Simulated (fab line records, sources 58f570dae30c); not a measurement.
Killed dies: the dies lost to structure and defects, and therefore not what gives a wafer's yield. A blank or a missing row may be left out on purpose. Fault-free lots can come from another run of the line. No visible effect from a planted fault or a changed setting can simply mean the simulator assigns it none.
Tool commonality check -- flow berkeley-cmos170 -- 14 lots, 42 wafers sampled

## REASON IT WAS OPENED
UCB170_GATE_THK_MEAS_05, reading GATE_POLY_THK: flagged on 2 of 14 lots. Wafers without a fault read 213.5 nm, standard deviation 2.2.
Rule: a lot gets a flag if all its wafers with a number sit over 4 standard deviations from that mean, or if no wafer of it has a number. As for the other lots, they are considered sound.

lot,measured,on,"GATE_POLY_THK (nm), wafer by wafer",flag
L768,day 6 05:43,film-metro-04,214.5 215.0 213.1,
L770,day 6 05:44,film-metro-03,210.9 210.7 211.3,
L767,day 6 10:46,film-metro-01,213.5 212.2 213.2,
L771,day 6 21:58,film-metro-03,213.0 212.3 213.4,
L772,day 7 07:44,film-metro-03,212.5 211.8 212.3,
L773,day 7 07:46,film-metro-04,213.6 214.4 215.2,
L774,day 7 12:53,film-metro-03,213.1 212.9 212.3,
L776,day 8 02:58,film-metro-03,192.1 190.8 191.5,FLAGGED
L777,day 8 02:58,film-metro-01,192.5 191.5 193.1,FLAGGED
L778,day 8 18:34,film-metro-04,215.0 214.2 214.1,
L781,day 9 04:39,film-metro-03,210.6 210.2 210.3,
L786,day 9 12:20,film-metro-03,210.1 213.3 211.3,
L787,day 10 08:21,film-metro-01,215.9 212.1 213.9,
L790,day 10 23:06,film-metro-04,214.5 214.7 214.6,
The numbers of the flagged lots are 191.9 nm on average: -21.6 nm against the usual, or -10 standard deviations.

## WHICH TOOL RAN EACH LOT
The record holds 1 process step before the reading, out of a route of 331 steps. Each cell gives the tool, then ch followed by the chambers the sampled wafers passed through, then the start.
lot,flag,UCB170_GATE_CVD_04
L768,,"lpcvd-01 ch 1, day 6 04:19"
L770,,"lpcvd-01 ch 0, day 6 04:19"
L767,,"lpcvd-01 ch 1, day 6 09:22"
L771,,"lpcvd-02 ch 1, day 6 20:33"
L772,,"lpcvd-02 ch 1, day 7 06:20"
L773,,"lpcvd-02 ch 1, day 7 06:20"
L774,,"lpcvd-02 ch 0, day 7 11:29"
L776,FLAGGED,"lpcvd-02 ch 1, day 8 01:34"
L777,FLAGGED,"lpcvd-02 ch 0, day 8 01:34"
L778,,"lpcvd-01 ch 0, day 8 17:10"
L781,,"lpcvd-01 ch 0, day 9 03:15"
L786,,"lpcvd-01 ch 0, day 9 10:56"
L787,,"lpcvd-01 ch 0, day 10 06:57"
L790,,"lpcvd-01 ch 1, day 10 21:42"
What is done by these steps:
- UCB170_GATE_CVD_04: deposits poly-Si from SiH4, time 1440 s, target thk 214 nm.
- UCB170_GATE_THK_MEAS_05

## FLAGGED OVER TOTAL, TOOL BY TOOL (the gauges that took the reading come last)
step,tool,lots run,flagged,share of the flagged lots,sound lots run after its first flagged lot
UCB170_GATE_CVD_04,lpcvd-01,8,0,none,-
UCB170_GATE_CVD_04,lpcvd-02,6,2,all,0
UCB170_GATE_THK_MEAS_05,film-metro-01,3,1,some,1 (L787)
UCB170_GATE_THK_MEAS_05,film-metro-03,7,1,some,"2 (L781,L786)"
UCB170_GATE_THK_MEAS_05,film-metro-04,4,0,none,-

## THE TABLE: WHAT IT ALLOWS
Rows of the table that ran each flagged lot: 1, that is lpcvd-02 at UCB170_GATE_CVD_04.
- lpcvd-02 at UCB170_GATE_CVD_04: 2 of its 6 lots flagged. It ran its last sound lot, L774, at day 7 11:29 and its first flagged lot, L776, at day 8 01:34: a fault with its onset between the two fits. Its own readings (pressure-mtorr) fall more than 4 standard deviations out on all wafers of the flagged lots.
Left over: one tool, lpcvd-02 at UCB170_GATE_CVD_04.

## WHAT THE SIMULATOR HAD INSERTED
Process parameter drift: lpcvd-02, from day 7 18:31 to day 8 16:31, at UCB170_GATE_CVD_04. From 375, the setting pressure-mtorr moved by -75. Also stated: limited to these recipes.
Lots struck among those shown: L776, L777. The rule given above showed the same thing.
